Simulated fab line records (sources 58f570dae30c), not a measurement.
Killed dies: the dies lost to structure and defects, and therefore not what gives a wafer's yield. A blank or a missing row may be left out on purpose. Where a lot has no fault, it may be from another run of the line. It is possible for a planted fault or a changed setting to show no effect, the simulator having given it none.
Split-lot study    flow berkeley-cmos170    23 wafers read from 5 lots, route of 331 steps

== SPLIT DETAILS ==
At UCB170_NLDD_COAT_01 (resist thk 900 nm), the setting spin-rpm was moved away from the recipe's 1500 rpm on 8 of the 23 wafers read, by -7.2% to +7.5%. For the rest of the wafers, this setting stayed at what the recipe calls for.

The split's own step is where the reading is taken.

== THE READING ==
KrF_of_NLDD_COAT_01.thk-nm (the simulator's own value, which no gauge read), in nm, at UCB170_NLDD_COAT_01 (resist thk 900 nm). No usual value for it is given in the file. Here, 15 wafers ran the recipe; their average is 898.1 nm with a standard deviation of 2.7 nm.

wafer   tool, chamber at the split  spin-rpm as run, rpm  against the recipe  KrF_of_NLDD_COAT_01.thk-nm, nm  against lot-mates on the recipe
L074.1  litho-track-02, 0           1612                  +7.5%               870.8                           -30.3
L074.2  litho-track-02, 0           1612                  +7.5%               869.1                           -32.0
L074.3  litho-track-02, 0           1500                  recipe              901.4                           -
L074.4  litho-track-02, 0           1612                  +7.5%               870.9                           -30.2
L074.5  litho-track-02, 0           1500                  recipe              900.8                           -
L078.2  litho-track-01, 0           1500                  recipe              895.3                           -
L078.3  litho-track-01, 0           1500                  recipe              893.7                           -
L078.4  litho-track-01, 0           1500                  recipe              897.3                           -
L078.5  litho-track-01, 0           1500                  recipe              893.6                           -
L078.6  litho-track-01, 0           1500                  recipe              896.1                           -
L082.1  litho-track-01, 0           1537                  +2.5%               884.8                           -12.2
L082.2  litho-track-01, 0           1537                  +2.5%               883.9                           -13.1
L082.3  litho-track-01, 0           1500                  recipe              896.4                           -
L082.5  litho-track-01, 0           1500                  recipe              897.7                           -
L082.6  litho-track-01, 0           1537                  +2.5%               882.4                           -14.6
L083.1  litho-track-02, 0           1500                  recipe              899                             -
L083.2  litho-track-02, 0           1500                  recipe              902.1                           -
L083.4  litho-track-02, 0           1392                  -7.2%               937.3                           +37.5
L083.5  litho-track-02, 0           1500                  recipe              898.3                           -
L083.6  litho-track-02, 0           1392                  -7.2%               937.7                           +37.9
L084.2  litho-track-02, 0           1500                  recipe              901.1                           -
L084.4  litho-track-02, 0           1500                  recipe              900.7                           -
L084.5  litho-track-02, 0           1500                  recipe              898.4                           -

FIT RESULTS
A straight line over all 23 wafers: KrF_of_NLDD_COAT_01.thk-nm changes by -4.54 nm for each +1% of spin-rpm; r = -0.97; the points scatter about the line by 3.9 nm.
The same after taking each lot's own level away (the mean of its wafers on the recipe; 23 wafers): -4.64 nm for each +1%; r = -0.99; scatter 2.3 nm.
According to that fit, moving spin-rpm by its largest amount changes the reading by 35 nm.
The lots' own levels span 895.20 to 901.10 nm, that is 2.2 times the standard deviation above.
The two slopes agree, so the slope changes little with the lot-to-lot level.
Check: -35 nm against its lot-mates is what the line predicts for one of the wafers moved furthest among these (+7.5%) when that wafer is left out of the fit. It came out at -30.3 nm against them.

== OTHER SPLITS ON THESE WAFERS ==
Before the reading, these wafers also passed through other splits. Each is held against what the fit with the lots' levels taken away leaves over:
other split on the same wafers    wafers away from the commonest value  r with KrF_of_NLDD_COAT_01.thk-nm (lot level and that fit taken away)
UCB170_ACTIVE_CVD_05 temp-c       5                                     -0.42
UCB170_PVT_COAT_01 resist-thk-nm  9                                     -0.28
UCB170_PVT_DEVELOP_05 dev-temp-c  5                                     +0.09

== THE WHOLE CHAIN: every reading that the file lists as answering this split, in the file's order ==
step                  what it does       reading                                                                      change (the file's fit)               r (the file's)
UCB170_NLDD_COAT_01   resist thk 900 nm  KrF_of_NLDD_COAT_01.thk-nm (the simulator's own value, which no gauge read)  -4.71 nm for each +1% of the setting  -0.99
UCB170_NLDD_STRIP_10  strips in O2       strip-time-to-endpoint-s                                                     withheld for each +1% of the setting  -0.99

== THE FILE'S OWN FIT ==
KrF_of_NLDD_COAT_01.thk-nm changes by -4.71 nm for each +1% of spin-rpm, r = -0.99.
